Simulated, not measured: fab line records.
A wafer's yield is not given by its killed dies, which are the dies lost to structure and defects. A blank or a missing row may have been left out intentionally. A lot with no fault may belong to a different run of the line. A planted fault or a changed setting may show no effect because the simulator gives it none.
2 desks looking at one fault :: flow rit_cmos :: only its own numbers are on each desk; what lay behind them is given at the end

== TOOL OWNER'S DESK, implanter-01 ==
RIT_PWELL_IMPLANT_08, tool's own readings: per-lot mean of the sampled wafers with a number, covering each lot this tool ran. Any lot whose mean is over 4 standard deviations away from the usual mean is out of limits and marked OUT; that distance is given in the brackets.
Columns: A = tilt_deg at RIT_PWELL_IMPLANT_08, usual 7.000 degrees
lot: L389
first seen here: day 3 18:56
A: 7.006

lot: L392
first seen here: day 4 06:09
A: 6.993

lot: L399
first seen here: day 5 19:14
A: 6.994

lot: L401
first seen here: day 6 02:52
A: 7.001

lot: L402
first seen here: day 6 06:35
A: 7.031
This desk found nothing out of limits on any of the 5 lots.

== AT THE METROLOGY DESK ==
What the gauges read for every lot (on any tool): the sampled wafers with a number, averaged. Any lot whose mean is over 4 standard deviations away from the usual mean is out of limits and marked OUT; that distance is given in the brackets.
Columns: A = PWELL_RS at RIT_WELLDRIVE_RS_MEAS_02, usual 426.1 ohm/sq; B = cd_nm at RIT_CONTACT_CD_MEAS_90, usual 1000.4 nm
lot: L382
first seen here: day 2 08:46
A: 425.3
B: 997.5

lot: L383
first seen here: day 2 15:08
A: 427.1
B: 1003.6

lot: L385
first seen here: day 2 21:13
A: 427.5
B: 998.9

lot: L386
first seen here: day 3 05:37
A: 426.9
B: 1000.5

lot: L387
first seen here: day 3 10:39
A: 425.5
B: 1002.9

lot: L389
first seen here: day 4 01:04
A: 427.8
B: 999.1

lot: L392
first seen here: day 4 12:25
A: 424.9
B: 1002.0

lot: L393
first seen here: day 4 16:52
A: 426.5
B: 1001.7

lot: L394
first seen here: day 4 18:08
A: 424.9
B: 997.5

lot: L399
first seen here: day 6 01:37
A: 424.9
B: 1000.7

lot: L400
first seen here: day 6 04:08
A: 425.8
B: 1001.2

lot: L401
first seen here: day 6 08:27
A: 432.0
B: 1000.6

lot: L402
first seen here: day 6 13:41
A: 434.3 (+5.5) OUT
B: 1001.3

lot: L405
first seen here: day 7 14:11
A: 425.2
B: 999.8
Per this desk, out of limits: L402; the first was L402, day 6 13:41 (PWELL_RS at RIT_WELLDRIVE_RS_MEAS_02). In limits: L382, L383, L385, L386, L387, L389, L392, L393, L394, L399, L400, L401, L405.

== BROUGHT TOGETHER ==
The metrology desk could have raised an alarm at day 6 13:41, on L402.
The desk of the tool owner found nothing out of limits.
The tool owner's desk has L402 on record, within its limits.
On implanter-01, each named lot ran RIT_PWELL_IMPLANT_08.

== WHAT THE SIMULATOR PUT IN ==
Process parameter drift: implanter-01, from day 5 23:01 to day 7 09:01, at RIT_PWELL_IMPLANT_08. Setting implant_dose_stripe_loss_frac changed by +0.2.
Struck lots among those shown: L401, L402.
Time in hours between the start of the fault and the first out-of-limits reading at each desk: metrology desk, 15.
